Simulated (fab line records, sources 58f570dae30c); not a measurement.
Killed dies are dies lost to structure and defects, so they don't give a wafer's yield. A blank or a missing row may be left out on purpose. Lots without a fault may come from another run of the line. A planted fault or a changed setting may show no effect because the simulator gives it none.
Which tool did it? | flow berkeley_cmos170 | 7 lots, 21 wafers sampled, at 1 step of a route of 331

WHAT THE GAUGES READ, wafer by wafer
UCB170_NWELL_TW_MEAS_16.
lot  | measured    | on            | NWELL_TW
L210 | day 3 02:07 | film_metro-04 | 1271 1266 1265
L212 | day 3 13:48 | film_metro-01 | 1234 1240 1231
L214 | day 3 23:07 | film_metro-03 | 1222 1224 1225
L217 | day 4 06:52 | film_metro-01 | 1233 1240 1239
L219 | day 4 14:55 | film_metro-04 | 1269 1271 1265
L222 | day 5 14:03 | film_metro-04 | 1270 1261 1265
L231 | day 7 09:47 | film_metro-04 | 1251 1256 1257

WHICH TOOL RAN EACH LOT (tool, then ch and the chambers of the sampled wafers, then the start)
The record holds no process step before these readings.

THE ANSWER, worked out from the rows above alone
Rule: what is usual is taken from the lots themselves. Put in order of their means at a reading, lots are off if they are a third of the lots or fewer, leave a main group of 4 or more, and stand apart from it by a gap of 3 or more times the standard deviation of the main group's means; of several such gaps the widest counts. A main group whose means are all the same, to the digits that the tables above print for the reading, isn't used. A lot without any number at a reading at which 4 lots or more have one is off too. The other lots that the step has rows for count as sound.
No lot is off at any reading shown: from this, nothing can be told.

WHAT THE SIMULATOR HAD PUT IN
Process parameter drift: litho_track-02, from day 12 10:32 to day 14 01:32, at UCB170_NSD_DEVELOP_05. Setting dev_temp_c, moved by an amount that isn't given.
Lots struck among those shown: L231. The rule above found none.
